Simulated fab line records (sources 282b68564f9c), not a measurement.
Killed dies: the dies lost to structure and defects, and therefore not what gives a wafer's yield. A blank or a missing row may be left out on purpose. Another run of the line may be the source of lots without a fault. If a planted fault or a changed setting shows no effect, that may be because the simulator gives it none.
fab line records :: flow rit_cmos
record
  lots=5
  wafers=15
  last_day=8
route steps=202 shown NRETRO@55 PRETRO@64 GATE@75 M1@202
lots with no fault: from the same line, run without faults
start_h: hours from the record's opening day to when the first of the lot's shown wafers began :: wait_h: how many hours have passed since the lot's step before this one :: " repeats the value in the row above :: L1.1+2: a row that stands for several wafers :: - either no value or no given start :: * or withheld: withheld :: < > ~ a bound
route shown NAME@n: names a module that has steps shown in the file, with the first one's number in the route :: usual: the fault-free wafers' mean and standard deviation :: same: alike in all rows :: chamber/n: place in a boat :: sites: readings site by site :: _std_site: their standard deviation :: _edge_site: outer sites' mean less inner sites' :: radius_mm: for every site, how far away it sits from the centre of the wafer :: mask NAME#n: copy n :: behind: the tool/chamber that last shaped the wafer :: hold: why the lot went on hold/how many hours it stayed there/how the hold came to an end :: device: names the non-switching transistor (n, p or np) :: end of line: tests of these same wafers at the route's end :: step lacking rows: just its recipe :: killed: the dies lost at the first sort to structure and to defects; this is not the yield of the wafer :: map: per-die view of a wafer (x killed, . not killed, _ where there is no die)
set.NAME: the setting that was run; set.NAME@STEP: the one run at that earlier step :: model.NAME: the simulator's own value behind a step, which no gauge read
a table for each step, a row for each wafer; lots at some steps of the route
services: a tool's chamber out of use, with start hour (start_h, from the record's first day; less than 0 if before it), hours out, and reason
## steps
# step RIT_NRETRO_SOFTBAKE_02
# recipe
  resist=NOVOLAK
  temp_c=90
  time_s=60
# step RIT_NRETRO_EXPOSE_03
# recipe
  mask_id=M4
  na=0.57
  target_cd_nm=43900
  dose_mj=250
# step RIT_NRETRO_PEB_04
# recipe
  resist=NOVOLAK
  temp_c=withheld
  time_s=withheld
# step RIT_NRETRO_DEVELOP_05
# recipe
  resist=NOVOLAK
  develop_time_s=68
  dev_temp_c=23
# step RIT_NRETRO_OVL_MEAS_06
# usual
  NRETRO_OVL=-1.4/1.5
lot.wafer: L893.1
tool: overlay-01
chamber: -
start_h: 39.93
wait_h: -
NRETRO_OVL[nm]: -2.3

lot.wafer: L893.4
tool: overlay-01
chamber: -
start_h: 39.93
wait_h: -
NRETRO_OVL[nm]: -1.0

lot.wafer: L893.5
tool: overlay-01
chamber: -
start_h: 39.93
wait_h: -
NRETRO_OVL[nm]: -2.3

lot.wafer: L899.2
tool: overlay-01
chamber: -
start_h: 69.42
wait_h: -
NRETRO_OVL[nm]: -2.9

lot.wafer: L899.5
tool: overlay-01
chamber: -
start_h: 69.42
wait_h: -
NRETRO_OVL[nm]: -1.1

lot.wafer: L899.6
tool: overlay-01
chamber: -
start_h: 69.42
wait_h: -
NRETRO_OVL[nm]: -3.6

lot.wafer: L908.1
tool: overlay-01
chamber: -
start_h: 122.34
wait_h: -
NRETRO_OVL[nm]: -0.9

lot.wafer: L908.3
tool: overlay-01
chamber: -
start_h: 122.34
wait_h: -
NRETRO_OVL[nm]: -0.2

lot.wafer: L908.6
tool: overlay-01
chamber: -
start_h: 122.34
wait_h: -
NRETRO_OVL[nm]: 0.8

lot.wafer: L910.1
tool: overlay-02
chamber: -
start_h: 136.27
wait_h: -
NRETRO_OVL[nm]: 0.2

lot.wafer: L910.3
tool: overlay-02
chamber: -
start_h: 136.27
wait_h: -
NRETRO_OVL[nm]: -1.1

lot.wafer: L910.6
tool: overlay-02
chamber: -
start_h: 136.27
wait_h: -
NRETRO_OVL[nm]: 1.8

lot.wafer: L913.3
tool: overlay-01
chamber: -
start_h: 154.01
wait_h: -
NRETRO_OVL[nm]: -0.9

lot.wafer: L913.4
tool: overlay-01
chamber: -
start_h: 154.01
wait_h: -
NRETRO_OVL[nm]: -1.2

lot.wafer: L913.5
tool: overlay-01
chamber: -
start_h: 154.01
wait_h: -
NRETRO_OVL[nm]: -0.8
# step RIT_NRETRO_HARDBAKE_07
# recipe
  resist=NOVOLAK
  temp_c=140
  time_s=120
# step RIT_NRETRO_IMPLANT_08
# recipe
  species=P
  energy_kev=70
  dose_cm2=1e+13
  tilt_deg=7
# step RIT_NRETRO_STRIP_09
# recipe
  chemistry=O2
  time_s=180
  resist=NOVOLAK
  platen_temp_c=withheld
  power_w=500
  pressure_mtorr=4000
  o2_flow_sccm=4000
# usual
  drypump_motor_current_A=5.4/0.34
lot.wafer: L893.1
tool: plasma_asher-04
chamber: 0
start_h: 40.36
wait_h: 0.1
drypump_motor_current_A: 5.3
rf_hours_counter_h: 43

lot.wafer: L893.4
tool: plasma_asher-04
chamber: 1
start_h: 40.36
wait_h: 0.1
drypump_motor_current_A: 5.9
rf_hours_counter_h: -

lot.wafer: L893.5
tool: plasma_asher-04
chamber: 0
start_h: 40.36
wait_h: 0.1
drypump_motor_current_A: 5.3
rf_hours_counter_h: -

lot.wafer: L899.2
tool: plasma_asher-01
chamber: 1
start_h: 69.85
wait_h: 0.1
drypump_motor_current_A: 4.9
rf_hours_counter_h: 35

lot.wafer: L899.5
tool: plasma_asher-01
chamber: 1
start_h: 69.85
wait_h: 0.1
drypump_motor_current_A: 4.9
rf_hours_counter_h: -

lot.wafer: L899.6
tool: plasma_asher-01
chamber: 0
start_h: 69.85
wait_h: 0.1
drypump_motor_current_A: 5.3
rf_hours_counter_h: -

lot.wafer: L908.1
tool: plasma_asher-03
chamber: 1
start_h: 122.77
wait_h: 0.1
drypump_motor_current_A: 5.2
rf_hours_counter_h: 33

lot.wafer: L908.3
tool: plasma_asher-03
chamber: 0
start_h: 122.77
wait_h: 0.1
drypump_motor_current_A: 5.8
rf_hours_counter_h: -

lot.wafer: L908.6
tool: plasma_asher-03
chamber: 0
start_h: 122.77
wait_h: 0.1
drypump_motor_current_A: 5.8
rf_hours_counter_h: -

lot.wafer: L910.1
tool: plasma_asher-04
chamber: 0
start_h: 136.70
wait_h: 0.1
drypump_motor_current_A: 5.3
rf_hours_counter_h: 53

lot.wafer: L910.3
tool: plasma_asher-04
chamber: 1
start_h: 136.70
wait_h: 0.1
drypump_motor_current_A: 5.9
rf_hours_counter_h: -

lot.wafer: L910.6
tool: plasma_asher-04
chamber: 1
start_h: 136.70
wait_h: 0.1
drypump_motor_current_A: 5.9
rf_hours_counter_h: -

lot.wafer: L913.3
tool: plasma_asher-01
chamber: 0
start_h: 154.49
wait_h: 0.1
drypump_motor_current_A: 5.3
rf_hours_counter_h: -

lot.wafer: L913.4
tool: plasma_asher-01
chamber: 1
start_h: 154.49
wait_h: 0.1
drypump_motor_current_A: 4.9
rf_hours_counter_h: -

lot.wafer: L913.5
tool: plasma_asher-01
chamber: 0
start_h: 154.49
wait_h: 0.1
drypump_motor_current_A: 5.3
rf_hours_counter_h: -
# step RIT_NRETRO_TW_MEAS_10
# usual
  NRETRO_TW=1051/9.5
lot.wafer: L893.1
tool: film_metro-04
chamber: -
start_h: 40.54
wait_h: 0.1
NRETRO_TW: 1054

lot.wafer: L893.4
tool: film_metro-04
chamber: -
start_h: 40.54
wait_h: 0.1
NRETRO_TW: 1048

lot.wafer: L893.5
tool: film_metro-04
chamber: -
start_h: 40.54
wait_h: 0.1
NRETRO_TW: 1056

lot.wafer: L899.2
tool: film_metro-04
chamber: -
start_h: 70.03
wait_h: 0.1
NRETRO_TW: 1043

lot.wafer: L899.5
tool: film_metro-04
chamber: -
start_h: 70.03
wait_h: 0.1
NRETRO_TW: 1040

lot.wafer: L899.6
tool: film_metro-04
chamber: -
start_h: 70.03
wait_h: 0.1
NRETRO_TW: 1045

lot.wafer: L908.1
tool: film_metro-03
chamber: -
start_h: 122.95
wait_h: 0.1
NRETRO_TW: 1081

lot.wafer: L908.3
tool: film_metro-03
chamber: -
start_h: 122.95
wait_h: 0.1
NRETRO_TW: 1073

lot.wafer: L908.6
tool: film_metro-03
chamber: -
start_h: 122.95
wait_h: 0.1
NRETRO_TW: 1074

lot.wafer: L910.1
tool: film_metro-01
chamber: -
start_h: 136.88
wait_h: 0.1
NRETRO_TW: 1054

lot.wafer: L910.3
tool: film_metro-01
chamber: -
start_h: 136.88
wait_h: 0.1
NRETRO_TW: 1050

lot.wafer: L910.6
tool: film_metro-01
chamber: -
start_h: 136.88
wait_h: 0.1
NRETRO_TW: 1043

lot.wafer: L913.3
tool: film_metro-04
chamber: -
start_h: 154.63
wait_h: 0.1
NRETRO_TW: 1046

lot.wafer: L913.4
tool: film_metro-04
chamber: -
start_h: 154.63
wait_h: 0.1
NRETRO_TW: 1047

lot.wafer: L913.5
tool: film_metro-04
chamber: -
start_h: 154.63
wait_h: 0.1
NRETRO_TW: 1051
# step RIT_PRETRO_HMDS_00
# recipe
  prime_time_s=60
  prime_temp_c=140
# step RIT_PRETRO_COAT_01
# recipe
  resist=NOVOLAK
  spin_rpm=2000
  resist_thk_nm=1300
# step RIT_PRETRO_SOFTBAKE_02
# recipe
  resist=NOVOLAK
  temp_c=90
  time_s=60
# step RIT_PRETRO_EXPOSE_03
# recipe
  mask_id=M5
  na=0.57
  target_cd_nm=43700
  dose_mj=250
# usual
  focus_offset_nm=0.1/0.49
  stage_vel_mm_s=500.0/0.3
lot.wafer: L893.1
tool: iline_stepper-02
chamber: 0
start_h: 41.05
wait_h: 0.1
mask: M5#0
focus_offset_nm: -0.4
stage_vel_mm_s: 499.8

lot.wafer: L893.4
tool: iline_stepper-02
chamber: 0
start_h: 41.05
wait_h: 0.1
mask: M5#0
focus_offset_nm: -0.3
stage_vel_mm_s: 500.0

lot.wafer: L893.5
tool: iline_stepper-02
chamber: 0
start_h: 41.05
wait_h: 0.1
mask: M5#0
focus_offset_nm: -0.1
stage_vel_mm_s: 499.2

lot.wafer: L899.2
tool: iline_stepper-02
chamber: 0
start_h: 70.68
wait_h: 0.2
mask: M4#0
focus_offset_nm: -0.1
stage_vel_mm_s: 499.8

lot.wafer: L899.5
tool: iline_stepper-02
chamber: 0
start_h: 70.68
wait_h: 0.2
mask: M4#0
focus_offset_nm: -0.2
stage_vel_mm_s: 499.9

lot.wafer: L899.6
tool: iline_stepper-02
chamber: 0
start_h: 70.68
wait_h: 0.2
mask: M4#0
focus_offset_nm: -0.1
stage_vel_mm_s: 500.0

lot.wafer: L908.1
tool: iline_stepper-01
chamber: 0
start_h: 123.56
wait_h: 0.2
mask: M5#0
focus_offset_nm: -0.3
stage_vel_mm_s: 500.0

lot.wafer: L908.3
tool: iline_stepper-01
chamber: 0
start_h: 123.56
wait_h: 0.2
mask: M5#0
focus_offset_nm: 0.5
stage_vel_mm_s: 500.3

lot.wafer: L908.6
tool: iline_stepper-01
chamber: 0
start_h: 123.56
wait_h: 0.2
mask: M5#0
focus_offset_nm: -0.1
stage_vel_mm_s: 500.3

lot.wafer: L910.1
tool: iline_stepper-02
chamber: 0
start_h: 137.39
wait_h: 0.1
mask: M5#0
focus_offset_nm: 0.4
stage_vel_mm_s: 499.6

lot.wafer: L910.3
tool: iline_stepper-02
chamber: 0
start_h: 137.39
wait_h: 0.1
mask: M5#0
focus_offset_nm: 0.7
stage_vel_mm_s: 499.8

lot.wafer: L910.6
tool: iline_stepper-02
chamber: 0
start_h: 137.39
wait_h: 0.1
mask: M5#0
focus_offset_nm: 0.0
stage_vel_mm_s: 499.9

lot.wafer: L913.3
tool: iline_stepper-01
chamber: 0
start_h: 155.34
wait_h: 0.3
mask: M5#0
focus_offset_nm: 0.4
stage_vel_mm_s: 500.2

lot.wafer: L913.4
tool: iline_stepper-01
chamber: 0
start_h: 155.34
wait_h: 0.3
mask: M5#0
focus_offset_nm: 0.1
stage_vel_mm_s: 500.4

lot.wafer: L913.5
tool: iline_stepper-01
chamber: 0
start_h: 155.34
wait_h: 0.3
mask: M5#0
focus_offset_nm: -0.1
stage_vel_mm_s: 500.0
# step RIT_PRETRO_PEB_04
# recipe
  resist=NOVOLAK
  temp_c=withheld
  time_s=withheld
# step RIT_PRETRO_DEVELOP_05
# recipe
  resist=NOVOLAK
  develop_time_s=68
  dev_temp_c=23
# step RIT_PRETRO_OVL_MEAS_06
# usual
  PRETRO_OVL=0.6/1.3
lot.wafer: L893.1
tool: overlay-02
chamber: -
start_h: 41.48
wait_h: -
PRETRO_OVL[nm]: 3.6

lot.wafer: L893.4
tool: overlay-02
chamber: -
start_h: 41.48
wait_h: -
PRETRO_OVL[nm]: 2.7

lot.wafer: L893.5
tool: overlay-02
chamber: -
start_h: 41.48
wait_h: -
PRETRO_OVL[nm]: 2.6

lot.wafer: L899.2
tool: overlay-02
chamber: -
start_h: 71.13
wait_h: -
PRETRO_OVL[nm]: -

lot.wafer: L899.5
tool: overlay-02
chamber: -
start_h: 71.13
wait_h: -
PRETRO_OVL[nm]: -

lot.wafer: L899.6
tool: overlay-02
chamber: -
start_h: 71.13
wait_h: -
PRETRO_OVL[nm]: -

lot.wafer: L908.1
tool: overlay-02
chamber: -
start_h: 123.99
wait_h: -
PRETRO_OVL[nm]: -1.7

lot.wafer: L908.3
tool: overlay-02
chamber: -
start_h: 123.99
wait_h: -
PRETRO_OVL[nm]: -0.5

lot.wafer: L908.6
tool: overlay-02
chamber: -
start_h: 123.99
wait_h: -
PRETRO_OVL[nm]: -0.2

lot.wafer: L910.1
tool: overlay-01
chamber: -
start_h: 137.82
wait_h: -
PRETRO_OVL[nm]: 0.4

lot.wafer: L910.3
tool: overlay-01
chamber: -
start_h: 137.82
wait_h: -
PRETRO_OVL[nm]: -0.1

lot.wafer: L910.6
tool: overlay-01
chamber: -
start_h: 137.82
wait_h: -
PRETRO_OVL[nm]: 0.4

lot.wafer: L913.3
tool: overlay-02
chamber: -
start_h: 155.74
wait_h: -
PRETRO_OVL[nm]: 0.8

lot.wafer: L913.4
tool: overlay-02
chamber: -
start_h: 155.74
wait_h: -
PRETRO_OVL[nm]: 0.3

lot.wafer: L913.5
tool: overlay-02
chamber: -
start_h: 155.74
wait_h: -
PRETRO_OVL[nm]: 0.5
# step RIT_PRETRO_HARDBAKE_07
# recipe
  resist=NOVOLAK
  temp_c=140
  time_s=120
# step RIT_PRETRO_IMPLANT_08
# recipe
  species=B
  energy_kev=45
  dose_cm2=1.2e+13
  tilt_deg=7
# step RIT_PRETRO_STRIP_09
# recipe
  chemistry=O2
  time_s=180
  resist=NOVOLAK
  platen_temp_c=withheld
  power_w=500
  pressure_mtorr=4000
  o2_flow_sccm=4000
# usual
  drypump_motor_current_A=5.6/0.52
lot.wafer: L893.1
tool: plasma_asher-01
chamber: 0
start_h: 41.91
wait_h: 0.1
drypump_motor_current_A: 5.4
rf_hours_counter_h: 32

lot.wafer: L893.4
tool: plasma_asher-01
chamber: 0
start_h: 41.91
wait_h: 0.1
drypump_motor_current_A: 5.4
rf_hours_counter_h: -

lot.wafer: L893.5
tool: plasma_asher-01
chamber: 0
start_h: 41.91
wait_h: 0.1
drypump_motor_current_A: 5.4
rf_hours_counter_h: -

lot.wafer: L899.2
tool: plasma_asher-01
chamber: 1
start_h: 71.61
wait_h: 0.1
drypump_motor_current_A: 4.9
rf_hours_counter_h: 35

lot.wafer: L899.5
tool: plasma_asher-01
chamber: 1
start_h: 71.61
wait_h: 0.1
drypump_motor_current_A: 4.9
rf_hours_counter_h: -

lot.wafer: L899.6
tool: plasma_asher-01
chamber: 0
start_h: 71.61
wait_h: 0.1
drypump_motor_current_A: 5.4
rf_hours_counter_h: -

lot.wafer: L908.1
tool: plasma_asher-01
chamber: 1
start_h: 124.44
wait_h: 0.1
drypump_motor_current_A: 4.9
rf_hours_counter_h: 40

lot.wafer: L908.3
tool: plasma_asher-01
chamber: 1
start_h: 124.44
wait_h: 0.1
drypump_motor_current_A: 4.9
rf_hours_counter_h: -

lot.wafer: L908.6
tool: plasma_asher-01
chamber: 0
start_h: 124.44
wait_h: 0.1
drypump_motor_current_A: 5.4
rf_hours_counter_h: -

lot.wafer: L910.1
tool: plasma_asher-01
chamber: 0
start_h: 138.26
wait_h: 0.1
drypump_motor_current_A: 5.3
rf_hours_counter_h: 41

lot.wafer: L910.3
tool: plasma_asher-01
chamber: 0
start_h: 138.26
wait_h: 0.1
drypump_motor_current_A: 5.3
rf_hours_counter_h: -

lot.wafer: L910.6
tool: plasma_asher-01
chamber: 1
start_h: 138.26
wait_h: 0.1
drypump_motor_current_A: 4.9
rf_hours_counter_h: -

lot.wafer: L913.3
tool: plasma_asher-02
chamber: 0
start_h: 156.23
wait_h: 0.1
drypump_motor_current_A: 6.5
rf_hours_counter_h: -

lot.wafer: L913.4
tool: plasma_asher-02
chamber: 1
start_h: 156.23
wait_h: 0.1
drypump_motor_current_A: 5.9
rf_hours_counter_h: -

lot.wafer: L913.5
tool: plasma_asher-02
chamber: 1
start_h: 156.23
wait_h: 0.1
drypump_motor_current_A: 5.9
rf_hours_counter_h: -
# step RIT_PRETRO_TW_MEAS_10
# usual
  PRETRO_TW=477/4.5
lot.wafer: L893.1
tool: film_metro-01
chamber: -
start_h: 42.09
wait_h: 0.1
PRETRO_TW: 471

lot.wafer: L893.4
tool: film_metro-01
chamber: -
start_h: 42.09
wait_h: 0.1
PRETRO_TW: 473

lot.wafer: L893.5
tool: film_metro-01
chamber: -
start_h: 42.09
wait_h: 0.1
PRETRO_TW: 472

lot.wafer: L899.2
tool: film_metro-02
chamber: -
start_h: 71.80
wait_h: 0.1
PRETRO_TW: 30

lot.wafer: L899.5
tool: film_metro-02
chamber: -
start_h: 71.80
wait_h: 0.1
PRETRO_TW: 30

lot.wafer: L899.6
tool: film_metro-02
chamber: -
start_h: 71.80
wait_h: 0.1
PRETRO_TW: 30

lot.wafer: L908.1
tool: film_metro-03
chamber: -
start_h: 124.61
wait_h: 0.1
PRETRO_TW: 486

lot.wafer: L908.3
tool: film_metro-03
chamber: -
start_h: 124.61
wait_h: 0.1
PRETRO_TW: 486

lot.wafer: L908.6
tool: film_metro-03
chamber: -
start_h: 124.61
wait_h: 0.1
PRETRO_TW: 484

lot.wafer: L910.1
tool: film_metro-02
chamber: -
start_h: 138.43
wait_h: 0.1
PRETRO_TW: 475

lot.wafer: L910.3
tool: film_metro-02
chamber: -
start_h: 138.43
wait_h: 0.1
PRETRO_TW: 477

lot.wafer: L910.6
tool: film_metro-02
chamber: -
start_h: 138.43
wait_h: 0.1
PRETRO_TW: 481

lot.wafer: L913.3
tool: film_metro-03
chamber: -
start_h: 156.36
wait_h: 0.1
PRETRO_TW: 484

lot.wafer: L913.4
tool: film_metro-03
chamber: -
start_h: 156.36
wait_h: 0.1
PRETRO_TW: 484

lot.wafer: L913.5
tool: film_metro-03
chamber: -
start_h: 156.36
wait_h: 0.1
PRETRO_TW: 485
# step RIT_GATE_WET_ETCH_00
# recipe
  chemistry=BOE
  target=SiO2
  target_depth_nm=56
  time_s=60
  dry=n2_spin
  dilution=10:1
  temp_c=21.5
# step RIT_M1_PROBE_99
# usual
  killed_at_front_end=7/3.1
  killed_dies=7/3.2
  killed_on_rim=1.8/1.4
  killed_open=3.8/2.1
  killed_short=3.6/2
# same
  gross_dies=264
  killed_at_M0_to_M3=0
  killed_at_M4_up=0
  killed_at_back_side=0
  killed_at_contacts=0
  killed_at_other=0
lot.wafer: L893.1
tool: prober-01
chamber: -
start_h: 71.35
wait_h: 0.1
killed_at_front_end: 5
killed_dies: 5
killed_on_rim: 3
killed_open: 3
killed_short: 2

lot.wafer: L893.4
tool: prober-01
chamber: -
start_h: 71.50
wait_h: 0.2
killed_at_front_end: 9
killed_dies: 9
killed_on_rim: 0
killed_open: 4
killed_short: 5

lot.wafer: L893.5
tool: prober-01
chamber: -
start_h: 71.55
wait_h: 0.2
killed_at_front_end: 6
killed_dies: 6
killed_on_rim: 1
killed_open: 2
killed_short: 4

lot.wafer: L899.2
tool: prober-01
chamber: -
start_h: 99.66
wait_h: 0.1
killed_at_front_end: 264
killed_dies: 264
killed_on_rim: 70
killed_open: 4
killed_short: 4

lot.wafer: L899.5
tool: prober-01
chamber: -
start_h: 99.81
wait_h: 0.2
killed_at_front_end: 264
killed_dies: 264
killed_on_rim: 70
killed_open: 2
killed_short: 6

lot.wafer: L899.6
tool: prober-01
chamber: -
start_h: 99.86
wait_h: 0.2
killed_at_front_end: 264
killed_dies: 264
killed_on_rim: 70
killed_open: 2
killed_short: 1

lot.wafer: L908.1
tool: prober-01
chamber: -
start_h: 155.08
wait_h: 0.1
killed_at_front_end: 10
killed_dies: 10
killed_on_rim: 4
killed_open: 4
killed_short: 6

lot.wafer: L908.3
tool: prober-01
chamber: -
start_h: 155.18
wait_h: 0.2
killed_at_front_end: 4
killed_dies: 4
killed_on_rim: 1
killed_open: 2
killed_short: 2

lot.wafer: L908.6
tool: prober-01
chamber: -
start_h: 155.33
wait_h: 0.2
killed_at_front_end: 8
killed_dies: 8
killed_on_rim: 1
killed_open: 2
killed_short: 6

lot.wafer: L910.1
tool: prober-02
chamber: -
start_h: 173.00
wait_h: 0.1
killed_at_front_end: 7
killed_dies: 7
killed_on_rim: 2
killed_open: 3
killed_short: 4

lot.wafer: L910.3
tool: prober-02
chamber: -
start_h: 173.10
wait_h: 0.2
killed_at_front_end: 4
killed_dies: 4
killed_on_rim: 0
killed_open: 3
killed_short: 1

lot.wafer: L910.6
tool: prober-02
chamber: -
start_h: 173.25
wait_h: 0.2
killed_at_front_end: 14
killed_dies: 14
killed_on_rim: 5
killed_open: 7
killed_short: 7

lot.wafer: L913.3
tool: prober-02
chamber: -
start_h: 192.60
wait_h: 0.2
killed_at_front_end: 4
killed_dies: 4
killed_on_rim: 1
killed_open: 4
killed_short: 0

lot.wafer: L913.4
tool: prober-02
chamber: -
start_h: 192.65
wait_h: 0.2
killed_at_front_end: 5
killed_dies: 5
killed_on_rim: 2
killed_open: 2
killed_short: 3

lot.wafer: L913.5
tool: prober-02
chamber: -
start_h: 192.70
wait_h: 0.2
killed_at_front_end: 7
killed_dies: 7
killed_on_rim: 3
killed_open: 5
killed_short: 2
# killed by level:class
L893.1 GATE:geometric_particle:open=2 FOX2:geometric_particle:short=1 REOX:geometric_particle:short=1 REOX:geometric_particle:open=1
L893.4 GATE:geometric_particle:short=3 FOX1:geometric_particle:open=2 FOX1:geometric_particle:short=1 GATE:geometric_particle:open=1 REOX:geometric_particle:short=1 SILICIDE:geometric_particle:open=1
L893.5 GATE:geometric_particle:short=3 GATE:geometric_particle:open=1 SPACER:geometric_particle:open=1 SILICIDE:geometric_particle:short=1
L899.2 PRETRO:area_expose=256 GATE:geometric_particle:short=2 GATE:geometric_particle:open=2 FOX1:geometric_particle:short=1 FOX2:geometric_particle:open=1 SPACER:geometric_particle:short=1 SPACER:geometric_particle:open=1
L899.5 PRETRO:area_expose=256 GATE:geometric_particle:short=3 GATE:geometric_particle:open=2 FOX1:geometric_particle:short=1 FOX2:geometric_particle:short=1 SILICIDE:geometric_particle:short=1
L899.6 PRETRO:area_expose=261 GATE:geometric_particle:short=1 REOX:geometric_particle:open=1 SPACER:geometric_particle:open=1
L908.1 GATE:geometric_particle:open=3 GATE:geometric_particle:short=2 SILICIDE:geometric_particle:short=2 FOX1:geometric_particle:short=1 REOX:geometric_particle:short=1 SILICIDE:geometric_particle:open=1
L908.3 SILICIDE:geometric_particle:short=2 FOX1:geometric_particle:open=1 SPACER:geometric_particle:open=1
L908.6 REOX:geometric_particle:short=3 GATE:geometric_particle:short=1 GATE:geometric_particle:open=1 REOX:geometric_particle:open=1 SPACER:geometric_particle:short=1 SILICIDE:geometric_particle:short=1
L910.1 GATE:geometric_particle:short=4 FOX1:geometric_particle:open=1 GATE:geometric_particle:open=1 SPACER:geometric_particle:open=1
L910.3 SILICIDE:geometric_particle:open=2 GATE:geometric_particle:short=1 SPACER:geometric_particle:open=1
L910.6 GATE:geometric_particle:short=3 SILICIDE:geometric_particle:short=3 SILICIDE:geometric_particle:open=3 GATE:geometric_particle:open=2 REOX:geometric_particle:open=2 SPACER:geometric_particle:short=1
L913.3 GATE:geometric_particle:open=3 SPACER:geometric_particle:open=1
L913.4 GATE:geometric_particle:short=2 FOX1:geometric_particle:short=1 GATE:geometric_particle:open=1 REOX:geometric_particle:open=1
L913.5 FOX1:geometric_particle:open=2 GATE:geometric_particle:open=2 FOX2:geometric_particle:short=1 FOX2:geometric_particle:open=1 GATE:geometric_particle:short=1
# map L899.2 (x killed, . not)
________xxxxxxx_______
_____xxxxxxxxxxxxx____
____xxxxxxxxxxxxxxx___
___xxxxxxxxxxxxxxxxx__
__xxxxxxxxxxxxxxxxxxx_
__xxxxxxxxxxxxxxxxxxx_
_xxxxxxxxxxxxxxxxxxxxx
_xxxxxxxxxxxxxxxxxxxxx
_xxxxxxxxxxxxxxxxxxxxx
_xxxxxxxxxxxxxxxxxxxxx
__xxxxxxxxxxxxxxxxxxx_
__xxxxxxxxxxxxxxxxxxx_
___xxxxxxxxxxxxxxxxx__
____xxxxxxxxxxxxxxx___
_____xxxxxxxxxxxxx____
________xxxxxxx_______
# map L910.6 (x killed, . not)
________.x....._______
_____.............____
____...............___
___............x....__
__..................._
__...x..x............_
_...........x......x..
_.....................
_...x................x
_.............x.......
__..................._
__..................._
___.......x........x__
____...............___
_____.......x...x.____
________x......_______
## services
tool: iline_stepper-01
chamber: -
start_h: 35.63
hours: 7.5
kind: repair

tool: plasma_asher-03
chamber: -
start_h: 54.35
hours: 4.3
kind: repair

tool: plasma_asher-01
chamber: -
start_h: 54.84
hours: 6.3
kind: repair

tool: iline_stepper-02
chamber: -
start_h: 60.80
hours: 1.7
kind: pm

tool: iline_stepper-01
chamber: -
start_h: 73.14
hours: 2.1
kind: pm

tool: iline_stepper-01
chamber: -
start_h: 75.23
hours: -
kind: consumable_replace:lamp

tool: plasma_asher-02
chamber: -
start_h: 108.75
hours: 9.0
kind: pm

tool: plasma_asher-02
chamber: 0
start_h: 108.75
hours: 9.0
kind: vent_cycle

tool: plasma_asher-02
chamber: 1
start_h: 108.75
hours: 9.0
kind: vent_cycle

tool: plasma_asher-02
chamber: 0
start_h: 117.75
hours: -
kind: clean

tool: plasma_asher-02
chamber: 1
start_h: 117.75
hours: -
kind: clean

tool: iline_stepper-02
chamber: -
start_h: 120.50
hours: 3.4
kind: repair

tool: iline_stepper-01
chamber: -
start_h: 140.96
hours: 1.7
kind: pm
## key
first_sign
  step=RIT_PRETRO_EXPOSE_03
  reading=mask
  direction=changed
effect
  step=RIT_PRETRO_OVL_MEAS_06
  reading=PRETRO_OVL
  direction=missing
effect
  step=RIT_PRETRO_TW_MEAS_10
  reading=PRETRO_TW
  direction=down
  sigmas=99
  usual=477
  struck=30
effect
  step=RIT_M1_PROBE_99
  reading=killed_at_front_end
  direction=up
  sigmas=82
  usual=7
  struck=264
more_kills_born_at
  RIT_PRETRO_EXPOSE_03@iline_stepper-02=773
met_at RIT_PRETRO_EXPOSE_03
struck_wafers L899.2,L899.5,L899.6
tester_left_out L899
onset_between 41.05 70.68
fault
  kind=wrong_mask
  tool=any
  chamber=-
  onset_h=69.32
  steps=RIT_PRETRO_EXPOSE_03
  aux_copy=M4#0
  scope=struck_lots_only
# tester_left_out: of these lots the tester's yield and bins aren't shown, on N5 and GAA mostly nor the transistor test; their killed dies are dies lost to structure and defects alone, not to doping, threshold or leakage, so they don't give the yield
